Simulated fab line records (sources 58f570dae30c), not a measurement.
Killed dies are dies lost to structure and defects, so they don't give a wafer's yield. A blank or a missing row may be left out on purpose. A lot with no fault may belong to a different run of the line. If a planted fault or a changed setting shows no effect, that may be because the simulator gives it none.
fab line records -- flow berkeley-cmos170
record: lots: 7, wafers: 21, last-day: 14
route steps=331 shown ACTIVE@72 PFIELD@79
lots that met no fault: from a run of the same line without faults
start-h: hours from the record's first day to the start of the lot's first wafer shown -- wait-h: how many hours have passed since the lot's step before this one -- " identical to the entry in the row above -- L1.1+2: a row that stands for several wafers -- - value missing, or start not given -- * or withheld: withheld -- < > ~ a bound
route shown NAME@n: NAME is a module with steps in the file, n the number in the route of the first one -- usual: average and standard deviation across the fault-free wafers -- same: alike in all rows -- chamber/n: place in a boat -- sites: readings site by site -- _std_site: the standard deviation of these -- _edge_site: mean of outer sites minus mean of inner sites -- radius-mm: for every site, how far away it sits from the centre of the wafer -- mask NAME#n: copy n -- behind: tool/chamber where the wafer was last shaped -- hold: reason for holding the lot/hours on hold/outcome of the hold -- device: the transistor (n, p or np) that didn't switch -- end of line: the same wafers' tests at the end of the route -- a step with no rows: only its recipe -- killed: count of dies lost to structure and defects at first sort (not the wafer's yield) -- map: a wafer's dies, marking killed ones x, the rest . and places with no die _
set.NAME: setting as actually run; set.NAME@STEP: the setting as run at that earlier step -- model.NAME: the simulator's own value behind a step, which no gauge read
lots at selected steps of the route; one table per step, one row per wafer
services: when a tool's chamber went out of use (start-h, in hours from the record's first day, below 0 if earlier), for how many hours, and the reason
== steps ==
step: UCB170_ACTIVE_DEVELOP_12
recipe: developer: TMAH, develop-time-s: 45, resist: KrF, dev-temp-c: 21
step: UCB170_ACTIVE_CD_MEAS_13
recipe: target-cd-nm: 1200
usual: cd-nm: 1199.5/1.5
lot.wafer,tool,chamber,start-h,wait-h,cd-nm
L158.1,cd-sem-01,-,95.29,-,1200.7
L158.5,cd-sem-01,-,95.29,-,1200.9
L158.6,cd-sem-01,-,95.29,-,1200.4
L162.2,cd-sem-02,-,114.58,-,1201.9
L162.3,cd-sem-02,-,114.58,-,1201.3
L162.4,cd-sem-02,-,114.58,-,1200.7
L164.1,cd-sem-01,-,124.81,-,1198.3
L164.3,cd-sem-01,-,124.81,-,1198.8
L164.6,cd-sem-01,-,124.81,-,1198.4
L163.1,cd-sem-02,-,125.08,-,1197.6
L163.2,cd-sem-02,-,125.08,-,1197.1
L163.3,cd-sem-02,-,125.08,-,1198.8
L172.4,cd-sem-02,-,181.65,-,1202.4
L172.5,cd-sem-02,-,181.65,-,1201.3
L172.6,cd-sem-02,-,181.65,-,1199.5
L180.3,cd-sem-02,-,241.02,-,1197.6
L180.5,cd-sem-02,-,241.02,-,1199.2
L180.6,cd-sem-02,-,241.02,-,1199.8
L179.1,cd-sem-01,-,241.22,-,1199.6
L179.2,cd-sem-01,-,241.22,-,1199.8
L179.4,cd-sem-01,-,241.22,-,1198.6
step: UCB170_ACTIVE_OVL_MEAS_14
usual: ACTIVE_OVL: -3/5
lot.wafer,tool,chamber,start-h,wait-h,ACTIVE_OVL[nm]
L158.1,overlay-02,-,95.41,0.1,0
L158.5,overlay-02,-,95.41,0.1,4
L158.6,overlay-02,-,95.41,0.1,-2
L162.2,overlay-02,-,114.68,0.1,2
L162.3,overlay-02,-,114.68,0.1,2
L162.4,overlay-02,-,114.68,0.1,8
L164.1,overlay-01,-,124.93,0.1,1
L164.3,overlay-01,-,124.93,0.1,-6
L164.6,overlay-01,-,124.93,0.1,-3
L163.1,overlay-02,-,125.20,0.1,3
L163.2,overlay-02,-,125.20,0.1,-3
L163.3,overlay-02,-,125.20,0.1,3
L172.4,overlay-01,-,181.72,0.1,-9
L172.5,overlay-01,-,181.72,0.1,-10
L172.6,overlay-01,-,181.72,0.1,-11
L180.3,overlay-01,-,241.11,0.1,7
L180.5,overlay-01,-,241.11,0.1,2
L180.6,overlay-01,-,241.11,0.1,6
L179.1,overlay-02,-,241.34,0.1,-2
L179.2,overlay-02,-,241.34,0.1,-5
L179.4,overlay-02,-,241.34,0.1,-7
step: UCB170_ACTIVE_ETCH_15
recipe: chemistry: CH3F/Ar/O2, target: Si3N4, stop-on: SiO2, CH3F_flow_sccm: 20, Ar_flow_sccm: 50, O2_flow_sccm: 7, pressure-mtorr: 50, rf-w: 450, target-depth-a: 2420, over-etch-frac: 0.1, time-s: 151
usual: drypump-motor-current-A: 5.6/0.45, oes-product-au: 0.941/0.014, throttle-valve-pct: 8.07/0.087
same: time-s: 151
lot.wafer,tool,chamber,start-h,wait-h,drypump-motor-current-A,oes-product-au,rf-hours-counter-h,throttle-valve-pct
L158.1,rie-diel-04,2,95.45,0.0,5.8,0.949,10,8.02
L158.5,rie-diel-04,3,95.45,0.0,6.4,0.951,-,8.01
L158.6,rie-diel-04,0,95.45,0.0,6.0,0.959,-,8.16
L162.2,rie-diel-04,3,114.71,0.0,6.4,0.944,150,8.00
L162.3,rie-diel-04,0,114.71,0.0,6.0,0.950,37,8.16
L162.4,rie-diel-04,1,114.71,0.0,6.1,0.927,14,8.12
L164.1,rie-diel-02,0,124.96,0.0,5.2,0.943,90,8.01
L164.3,rie-diel-02,1,124.96,0.0,5.4,0.960,92,7.98
L164.6,rie-diel-02,2,124.96,0.0,4.9,0.923,-,8.14
L163.1,rie-diel-01,1,125.24,0.0,5.2,0.930,39,8.00
L163.2,rie-diel-01,2,125.24,0.0,5.2,0.957,29,8.05
L163.3,rie-diel-01,3,125.24,0.0,6.0,0.943,43,8.13
L172.4,rie-diel-04,3,181.74,0.0,6.5,0.938,0,8.03
L172.5,rie-diel-04,3,181.74,0.0,6.4,0.946,-,8.01
L172.6,rie-diel-04,0,181.74,0.0,6.0,0.949,-,8.16
L180.3,rie-diel-04,0,241.13,0.0,6.0,0.947,41,8.17
L180.5,rie-diel-04,2,241.13,0.0,5.8,0.930,-,8.01
L180.6,rie-diel-04,3,241.13,0.0,6.4,0.944,-,8.01
L179.1,rie-diel-01,2,241.38,0.0,5.2,0.964,33,8.07
L179.2,rie-diel-01,1,241.38,0.0,5.2,0.936,44,8.01
L179.4,rie-diel-01,0,241.38,0.0,5.7,0.949,79,8.00
step: UCB170_ACTIVE_STRIP_16
recipe: chemistry: O2, power-w: 400, pressure-mtorr: 3500, platen-temp-c: withheld, o2-flow-sccm: 400, overash-fraction: 0.5
usual: drypump-motor-current-A: 5.8/0.34, oes-product-au: 0.721/0.0039, strip-time-to-endpoint-s: 18.08/0.093
same: overash-fraction: 0.5
lot.wafer,tool,chamber,start-h,wait-h,drypump-motor-current-A,oes-product-au,rf-hours-counter-h,strip-time-to-endpoint-s
L158.1,plasma-asher-02,0,95.55,0.1,5.9,0.722,34,18.01
L158.5,plasma-asher-02,1,95.55,0.1,5.6,0.712,-,18.04
L158.6,plasma-asher-02,0,95.55,0.1,5.9,0.720,-,18.01
L162.2,plasma-asher-02,1,114.81,0.1,5.7,0.719,37,18.10
L162.3,plasma-asher-02,0,114.81,0.1,5.9,0.719,-,18.08
L162.4,plasma-asher-02,1,114.81,0.1,5.6,0.718,-,18.15
L164.1,plasma-asher-03,1,125.06,0.1,6.4,0.722,1,17.99
L164.3,plasma-asher-03,0,125.06,0.1,5.6,0.725,-,18.14
L164.6,plasma-asher-03,1,125.06,0.1,6.4,0.709,-,18.05
L163.1,plasma-asher-02,0,125.34,0.1,5.9,0.722,38,18.14
L163.2,plasma-asher-02,1,125.34,0.1,5.6,0.719,38,18.13
L163.3,plasma-asher-02,1,125.34,0.1,5.6,0.721,-,18.08
L172.4,plasma-asher-01,0,181.88,0.1,5.4,0.720,-,18.29
L172.5,plasma-asher-01,0,181.88,0.1,5.4,0.723,-,18.26
L172.6,plasma-asher-01,1,181.88,0.1,5.8,0.717,-,18.07
L180.3,plasma-asher-02,0,241.27,0.1,5.9,0.729,-,17.92
L180.5,plasma-asher-02,1,241.27,0.1,5.6,0.716,-,18.01
L180.6,plasma-asher-02,0,241.27,0.1,5.9,0.715,-,18.16
L179.1,plasma-asher-03,1,241.48,0.1,6.5,0.722,12,18.23
L179.2,plasma-asher-03,0,241.48,0.1,5.6,0.725,12,18.29
L179.4,plasma-asher-03,0,241.48,0.1,5.6,0.723,-,18.11
step: UCB170_ACTIVE_CD_MEAS_90
recipe: target-cd-nm: 1200
usual: cd-nm: 1199.5/1.5
lot.wafer,tool,chamber,start-h,wait-h,cd-nm
L158.1,cd-sem-01,-,95.65,0.1,1200.6
L158.5,cd-sem-01,-,95.65,0.1,1201.0
L158.6,cd-sem-01,-,95.65,0.1,1200.1
L162.2,cd-sem-02,-,114.93,0.1,1201.5
L162.3,cd-sem-02,-,114.93,0.1,1201.3
L162.4,cd-sem-02,-,114.93,0.1,1200.1
L164.1,cd-sem-01,-,125.16,0.1,1198.2
L164.3,cd-sem-01,-,125.16,0.1,1199.0
L164.6,cd-sem-01,-,125.16,0.1,1198.9
L163.1,cd-sem-02,-,125.44,0.1,1197.4
L163.2,cd-sem-02,-,125.44,0.1,1197.2
L163.3,cd-sem-02,-,125.44,0.1,1198.4
L172.4,cd-sem-02,-,182.00,0.1,1202.2
L172.5,cd-sem-02,-,182.00,0.1,1201.4
L172.6,cd-sem-02,-,182.00,0.1,1199.8
L180.3,cd-sem-02,-,241.37,0.1,1198.1
L180.5,cd-sem-02,-,241.37,0.1,1198.8
L180.6,cd-sem-02,-,241.37,0.1,1199.3
L179.1,cd-sem-01,-,241.58,0.1,1199.6
L179.2,cd-sem-01,-,241.58,0.1,1200.2
L179.4,cd-sem-01,-,241.58,0.1,1199.0
step: UCB170_ACTIVE_CLEAN_17
recipe: chemistry: SPM, temp-c: 120, time-s: 600
step: UCB170_PFIELD_HMDS_00
recipe: prime-time-s: 60, prime-temp-c: 100
step: UCB170_PFIELD_COAT_01
recipe: resist: KrF, spin-rpm: 1500, resist-thk-nm: 900
step: UCB170_PFIELD_SOFTBAKE_02
recipe: resist: KrF, temp-c: 130, time-s: 60
step: UCB170_PFIELD_EXPOSE_03
recipe: mask-id: PFIELD, na: 0.5, sigma-outer: 0.6, source-shape: conventional, target-cd-nm: 1500, dose-mj: 30
step: UCB170_PFIELD_PEB_04
recipe: peb-temp-c: 130, peb-time-s: withheld, resist: KrF
step: UCB170_PFIELD_DEVELOP_05
recipe: developer: TMAH, develop-time-s: 45, resist: KrF, dev-temp-c: 21
usual: chill-plate-temp-C: 23.00/0.099, develop-time-s: 45/0
lot.wafer,tool,chamber,start-h,wait-h,chill-plate-temp-C,develop-time-s,model.KrF_of_PFIELD_COAT_01.thk-nm
L158.1,litho-track-03,0,96,-,23.02,45,885.8
L158.5,litho-track-03,0,96,-,22.82,45,887.2
L158.6,litho-track-03,0,96,-,23.06,45,888.5
L162.2,litho-track-03,-,117,-,-,-,900.2
L162.3,litho-track-03,-,117,-,-,-,901
L162.4,litho-track-03,-,117,-,-,-,900
L164.1,litho-track-04,-,126,-,-,-,897.9
L164.3,litho-track-04,-,126,-,-,-,896.2
L164.6,litho-track-04,-,126,-,-,-,899.5
L163.1,litho-track-01,-,127,-,-,-,899
L163.2,litho-track-01,-,127,-,-,-,898.2
L163.3,litho-track-01,-,127,-,-,-,898.3
L172.4,litho-track-01,0,184,-,22.90,45,888.9
L172.5,litho-track-01,0,184,-,23.01,45,887.5
L172.6,litho-track-01,0,184,-,22.99,45,889.8
L180.3,litho-track-04,0,242,-,22.97,45,885.1
L180.5,litho-track-04,0,242,-,23.09,45,883.8
L180.6,litho-track-04,0,242,-,22.95,45,883.3
L179.1,litho-track-04,0,242,-,22.95,45,885.8
L179.2,litho-track-04,0,242,-,23.13,45,889
L179.4,litho-track-04,0,242,-,22.97,45,886.4
step: UCB170_PFIELD_OVL_MEAS_06
usual: PFIELD_OVL: -3/4.8
lot.wafer,tool,chamber,start-h,wait-h,PFIELD_OVL[nm]
L158.1,overlay-01,-,96.96,-,2
L158.5,overlay-01,-,96.96,-,2
L158.6,overlay-01,-,96.96,-,6
L162.2,overlay-01,-,117.43,-,-
L162.3,overlay-01,-,117.43,-,-
L162.4,overlay-01,-,117.43,-,-
L164.1,overlay-02,-,127.01,-,-
L164.3,overlay-02,-,127.01,-,-
L164.6,overlay-02,-,127.01,-,-
L163.1,overlay-02,-,127.26,-,-
L163.2,overlay-02,-,127.26,-,-
L163.3,overlay-02,-,127.26,-,-
L172.4,overlay-02,-,184.35,-,-5
L172.5,overlay-02,-,184.35,-,0
L172.6,overlay-02,-,184.35,-,-4
L180.3,overlay-01,-,242.50,-,-9
L180.5,overlay-01,-,242.50,-,-6
L180.6,overlay-01,-,242.50,-,-6
L179.1,overlay-02,-,242.98,-,3
L179.2,overlay-02,-,242.98,-,-2
L179.4,overlay-02,-,242.98,-,-6
== services ==
tool,chamber,start-h,hours,kind
plasma-asher-03,-,108.75,9.0,pm
plasma-asher-03,0,108.75,9.0,vent-cycle
plasma-asher-03,1,108.75,9.0,vent-cycle
plasma-asher-03,0,117.75,-,clean
plasma-asher-03,1,117.75,-,clean
litho-track-03,-,121.89,-,consumable-replace:filter
plasma-asher-02,-,148.37,3.1,repair
rie-diel-04,3,149.71,-,clean
rie-diel-04,3,149.71,28.3,scheduled-down
rie-diel-04,3,149.71,28.3,vent-cycle
rie-diel-04,-,156.94,1.5,repair
rie-diel-02,2,159.26,2.9,repair
plasma-asher-01,-,162.75,2.8,pm
plasma-asher-01,-,193.64,109.0,repair
rie-diel-04,2,197.14,20.8,repair
rie-diel-02,-,206.82,14.6,pm
rie-diel-04,3,218.97,2.4,repair
plasma-asher-02,-,231.04,4.2,repair
== key ==
first-sign: step: UCB170_PFIELD_DEVELOP_05, reading: tool-record, direction: missing
effect none on later readings
model-effect: step: UCB170_PFIELD_DEVELOP_05, value: KrF_of_PFIELD_COAT_01.thk-nm, without: 884.7, struck: 898.9
met-at UCB170_PFIELD_DEVELOP_05
struck-wafers L162.2,L162.3,L162.4,L163.1,L163.2,L163.3,L164.1,L164.3,L164.6
sort-left-out L162.2,L162.3,L162.4,L163.1,L163.2,L163.3,L164.1,L164.3,L164.6
tester-left-out L162,L163,L164
onset-between 96 117
fault: kind: skipped-step-whole, tool: litho-track-01,litho-track-03,litho-track-04, chamber: -, onset-h: 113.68, steps: UCB170_PFIELD_DEVELOP_05, scope: struck-lots-only
tester-left-out: of these lots the tester's yield and bins aren't shown, on N5 and GAA mostly nor the transistor test; their killed dies are dies lost to structure and defects alone, not to doping, threshold or leakage, so they don't give the yield
sort-left-out: the simulated sort isn't trusted on such a fault, so these wafers' sort isn't shown, and their yield isn't known
